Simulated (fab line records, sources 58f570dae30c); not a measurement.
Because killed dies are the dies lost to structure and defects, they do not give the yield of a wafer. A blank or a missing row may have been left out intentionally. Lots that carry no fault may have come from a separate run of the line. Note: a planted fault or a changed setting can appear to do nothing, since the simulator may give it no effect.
The tool behind it: which one? ; flow berkeley_cmos170 ; 7 lots with 21 wafers sampled at 3 steps, on a route of 331 steps

WHAT EACH GAUGE READ, for each wafer
UCB170_M2_CD_MEAS_90: the cd target is 700 nm.
lot;measured;on;cd_nm (nm)
L306;day 9 02:19;cd_sem-01;691 701 692
L308;day 9 11:51;cd_sem-02;702 705 704
L311;day 9 22:49;cd_sem-01;699 700 698
L314;day 10 13:36;cd_sem-01;699 705 700
L316;day 11 03:56;cd_sem-01;706 698 704
L319;day 12 03:16;cd_sem-02;699 701 702
L326;day 14 20:32;cd_sem-01;703 706 703

WHAT TOOL EACH LOT RAN ON (gives the tool, then ch and the chambers of the sampled wafers, and finally the start)
lot;UCB170_SACOX_CLEAN_00;UCB170_M2_ETCH_17
L306;wet_bench-03 ch 0, day 6 01:26;rie_diel-04 ch 1,2, day 9 01:57
L308;wet_bench-03 ch 2, day 6 14:35;rie_diel-04 ch 0,3, day 9 11:31
L311;wet_bench-03 ch 1, day 6 22:20;rie_diel-03 ch 0,2, day 9 22:28
L314;wet_bench-02 ch 2, day 7 14:53;rie_diel-04 ch 0,2,3, day 10 13:15
L316;wet_bench-03 ch 3, day 8 01:43;rie_diel-03 ch 0,1, day 11 03:35
L319;wet_bench-03 ch 1, day 8 21:27;rie_diel-01 ch 0,1,3, day 12 02:55
L326;wet_bench-02 ch 2, day 11 02:02;rie_diel-04 ch 0,3, day 14 20:13
- UCB170_SACOX_CLEAN_00: cleans in dHF, time 7.5 s.
- UCB170_M2_ETCH_17: etches BARC in N2/H2.

THE ANSWER, worked out from the rows above alone
Rule: the usual values come from the lots themselves. The widest of any qualifying gaps counts: lots, ordered by their means at a reading, are off when they make up no more than a third of the lots, leave a main group of 4 or more, and stand apart from it by 3 or more times the standard deviation of that group's means. Not used: any main group whose means are identical at the precision the tables above print for the reading. Also off: a lot with no number at a reading for which 4 or more lots have one. Where the step has rows for the other lots, those lots are counted as sound.
No lot is off at any reading shown: from this, nothing can be told.

WHAT THE SIMULATOR PUT IN
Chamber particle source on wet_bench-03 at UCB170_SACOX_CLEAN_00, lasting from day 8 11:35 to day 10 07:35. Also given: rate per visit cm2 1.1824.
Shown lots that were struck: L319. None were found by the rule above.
